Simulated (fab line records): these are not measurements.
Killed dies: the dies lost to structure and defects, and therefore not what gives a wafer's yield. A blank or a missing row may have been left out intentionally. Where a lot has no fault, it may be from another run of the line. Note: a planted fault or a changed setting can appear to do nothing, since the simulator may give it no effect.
Which of the tools did it? + flow rit_cmos + 14 lots, 42 wafers sampled, at 1 step of a route of 202

WHAT THE GAUGES READ, wafer by wafer
RIT_FOX2_THK_MEAS_01. Usual: FOX2_OXIDE_THK 351 nm, standard deviation 6.2.
| lot  | measured    | on            | FOX2_OXIDE_THK (nm) | flag |
|------|-------------|---------------|---------------------|------|
| L461 | day 2 05:52 | film_metro-02 | 344 342 343         |      |
| L462 | day 2 09:49 | film_metro-02 | 358 351 350         |      |
| L463 | day 2 15:49 | film_metro-02 | 351 343 345         |      |
| L465 | day 3 01:52 | film_metro-02 | 354 351 356         |      |
| L466 | day 3 05:19 | film_metro-04 | 355 356 359         |      |
| L469 | day 3 22:24 | film_metro-02 | 340 341 342         |      |
| L470 | day 4 01:27 | film_metro-02 | 352 360 355         |      |
| L471 | day 4 06:19 | film_metro-02 | 356 359 360         |      |
| L473 | day 4 18:31 | film_metro-01 | 344 343 346         |      |
| L475 | day 5 03:10 | film_metro-02 | 356 356 349         |      |
| L476 | day 5 07:20 | film_metro-04 | 341 350 339         |      |
| L477 | day 5 13:58 | film_metro-02 | 346 340 342         |      |
| L478 | day 5 18:27 | film_metro-02 | 358 350 352         |      |
| L479 | day 5 23:11 | film_metro-01 | 345 346 346         |      |

WHICH TOOL RAN EACH LOT (tool, then ch and the chambers of the sampled wafers, then the start)
Before these readings, the record contains no process step.

AS READ BY THE TOOLS THEMSELVES (means over the sampled wafers that have a number; for cases with no such wafer, the mark the record gives instead)
The record holds no such reading with a usual standard deviation.

THE ANSWER, worked out from the rows above alone
Rule: lot off if the mean of its wafers having a number is beyond 3 standard deviations from the usual mean. Also off: a lot with no number at a reading for which 4 or more lots have one. Any other lot the step has rows for is counted as sound. Order of review: gauges by route order, followed by the tools' own readings, for which a lot's mean as printed above is used. At the first step where some lot is off, the reading lying furthest off is the one used; lots without a number count as furthest.
None of the lots is off at any reading shown; this tells nothing.

WHAT THE SIMULATOR HAD INSERTED
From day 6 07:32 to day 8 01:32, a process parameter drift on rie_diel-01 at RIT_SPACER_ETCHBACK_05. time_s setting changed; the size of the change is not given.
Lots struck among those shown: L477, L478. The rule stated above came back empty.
